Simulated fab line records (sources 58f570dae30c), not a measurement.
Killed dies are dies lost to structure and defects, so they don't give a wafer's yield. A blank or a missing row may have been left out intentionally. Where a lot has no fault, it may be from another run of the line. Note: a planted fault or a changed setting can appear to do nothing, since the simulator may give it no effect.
Split-lot study    flow berkeley_cmos170    5 lots, 23 wafers read, on a route of 331 steps

THE SPLIT ITSELF
At UCB170_M3_METAL_ETCH_18 (etches Al in Cl2/BCl3, stops on SiO2, target depth 1170 nm, time 195 s), the setting icp_w was moved away from the recipe's 600 W on 5 of the 23 wafers read, by +6.1% to +7.3%. For the rest of the wafers, this setting stayed at what the recipe calls for.

There is no step in the file separating the split from the reading.

THE READING
oes_product_au, in a.u., at UCB170_M3_STRIP_19 (strips in O2). A value of 0.540 a.u. with a standard deviation of 0.016 a.u. is what fault-free wafers of this fab line usually give.

wafer   tool, chamber at the split  icp_w as run, W  against the recipe  oes_product_au, a.u.  against lot-mates on the recipe
L078.1  rie_metal-04, 0,1,1         600              recipe              0.517                 -
L078.2  rie_metal-04, 0,1,1         600              recipe              0.525                 -
L078.4  rie_metal-04, 0,1,1         600              recipe              0.538                 -
L079.2  rie_metal-04, 0,1,0         643.6            +7.3%               0.509                 -0.029
L079.3  rie_metal-04, 0,1           600              recipe              0.537                 -
L079.4  rie_metal-04, 0,1           600              recipe              0.540                 -
L079.5  rie_metal-04, 0,1,0         643.6            +7.3%               0.486                 -0.052
L079.6  rie_metal-04, 0,1,0         643.6            +7.3%               0.489                 -0.049
L081.1  rie_metal-04, 0,1,0,1,0     600              recipe              0.531                 -
L081.2  rie_metal-04, 0,1,0,1,0     600              recipe              0.536                 -
L081.4  rie_metal-04, 0,1,0,1,0     600              recipe              0.536                 -
L081.5  rie_metal-04, 0,1,0,1,0     600              recipe              0.537                 -
L081.6  rie_metal-04, 0,1,0,1,0     600              recipe              0.544                 -
L082.2  rie_metal-02, 1             600              recipe              0.545                 -
L082.3  rie_metal-02, 1             600              recipe              0.539                 -
L082.4  rie_metal-02, 1             636.9            +6.1%               0.510                 -0.029
L082.5  rie_metal-02, 1             600              recipe              0.534                 -
L082.6  rie_metal-02, 1             636.9            +6.1%               0.500                 -0.039
L084.1  rie_metal-02, 1             600              recipe              0.530                 -
L084.2  rie_metal-02, 1             600              recipe              0.526                 -
L084.3  rie_metal-02, 1             600              recipe              0.536                 -
L084.4  rie_metal-02, 1             600              recipe              0.520                 -
L084.6  rie_metal-02, 1             600              recipe              0.529                 -
When a row names more than one chamber, that row covers several wafers, and the file does not tell which wafer ran in which chamber.

FIT RESULTS
A straight line over all 23 wafers: oes_product_au changes by -0.0051 a.u. for each +1% of icp_w; r = -0.88; the points scatter about the line by 0.0081 a.u.
The same after taking each lot's own level away (the mean of its wafers on the recipe; 23 wafers): -0.00589 a.u. for each +1%; r = -0.94; scatter 0.0065 a.u.
On that fit, the largest move of icp_w shifts the reading by 0.043 a.u.
Across the lots, their own levels run from 0.5267 to 0.5393 a.u., a range of 0.8 times the standard deviation given above.
Hence the slope depends on the lot-to-lot level, as the two fits are not the same.
Check: with one of the wafers moved furthest among these (+7.3%) left out of the fit, the line predicts -0.0467 a.u. for it against its lot-mates. It came out at -0.0295 a.u. against them.

THESE WAFERS: OTHER SPLITS
Other splits were also applied to these wafers ahead of the reading. Each is held against what the fit with the lots' levels taken away leaves over:
other split on the same wafers  wafers away from the commonest value  r with oes_product_au (lot level and that fit taken away)
UCB170_V2_ETCH_14 rf_w          10                                    +0.09

THE FILE'S OWN FIT
oes_product_au changes by -0.00583 a.u. for each +1% of icp_w, r = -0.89.
